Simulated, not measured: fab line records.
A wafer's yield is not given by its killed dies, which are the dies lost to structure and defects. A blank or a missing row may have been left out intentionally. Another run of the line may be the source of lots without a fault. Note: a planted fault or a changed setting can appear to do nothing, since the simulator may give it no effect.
One fault through the eyes of 2 desks | flow berkeley_cmos170 | numbers are kept per desk, each desk with only its own; the story behind them comes last

== FOR THE TOOL OWNER'S DESK: litho_track-04 ==
The tool's own readings at UCB170_PSD_PEB_04: means of the sampled wafers that have a number, for each lot that ran on this tool. The brackets show how far a lot's mean lies from the usual mean; more than 4 standard deviations puts the lot out of limits, marked OUT.
Columns: A = heater_power_total_W at UCB170_PSD_PEB_04, usual 56.81 W; B = plate_temp_C at UCB170_PSD_PEB_04, usual 130.00 C
lot  | first seen here | A                       | B
L487 | day 8 15:44     | 56.82                   | 130.07
L489 | day 8 16:06     | 56.76                   | 130.18
L493 | day 9 14:40     | 56.77                   | 129.84
L496 | day 10 16:13    | 67.79 (+99 or more) OUT | 149.03 (+99 or more) OUT
L498 | day 10 16:30    | 67.80 (+99 or more) OUT | 149.02 (+99 or more) OUT
L500 | day 11 18:04    | 67.81 (+99 or more) OUT | 148.92 (+99 or more) OUT
This desk's finding: out of limits on L496, L498, L500; first on L496, day 10 16:13 (heater_power_total_W at UCB170_PSD_PEB_04). L487, L489, L493: within limits.

== AT THE METROLOGY DESK ==
Means of the sampled wafers that have a number, per lot and without regard to the tool the lot ran on: this is what the gauges read. The brackets show how far a lot's mean lies from the usual mean; more than 4 standard deviations puts the lot out of limits, marked OUT.
Columns: A = cd_nm at UCB170_PSD_CD_MEAS_06, usual 1200.4 nm; B = M1_OVL at UCB170_M1_OVL_MEAS_10, usual 2 nm
lot  | first seen here | A                | B
L485 | day 7 14:42     | 1199.2           | 3
L484 | day 7 15:02     | 1201.3           | -1
L486 | day 8 05:10     | 1199.6           | 3
L487 | day 8 16:01     | 1200.6           | 5
L489 | day 8 16:23     | 1200.9           | 4
L490 | day 9 06:05     | 1201.3           | 0
L491 | day 9 06:23     | 1201.4           | 1
L493 | day 9 15:02     | 1200.3           | -2
L492 | day 9 15:23     | 1200.4           | 1
L499 | day 10 16:15    | 1201.0           | 5
L496 | day 10 16:29    | 1258.8 (+42) OUT | -2
L498 | day 10 16:46    | 1264.1 (+46) OUT | -0
L500 | day 11 18:20    | 1244.6 (+32) OUT | -1
L507 | day 12 11:11    | 1198.7           | 1
L506 | day 12 11:32    | 1199.4           | 6
This desk's finding: out of limits on L496, L498, L500; first on L496, day 10 16:29 (cd_nm at UCB170_PSD_CD_MEAS_06). L485, L484, L486, L487, L489, L490, L491, L493, L492, L499, L507, L506: within limits.

== BROUGHT TOGETHER ==
An alarm could have come from the tool owner's desk at day 10 16:13, on L496, L498, L500.
An alarm was possible from the metrology desk at day 10 16:29, on L496, L498, L500.
Of the lots named, all ran UCB170_PSD_PEB_04 on litho_track-04.

== WHAT THE SIMULATOR HAD PUT IN ==
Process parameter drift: litho_track-04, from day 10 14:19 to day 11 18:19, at UCB170_PSD_PEB_04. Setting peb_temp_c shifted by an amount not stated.
Struck lots among those shown: L496, L498, L500.
Counting hours from when the fault started, the first reading out of limits came at 2 for the tool owner's desk and at 2 for the metrology desk.
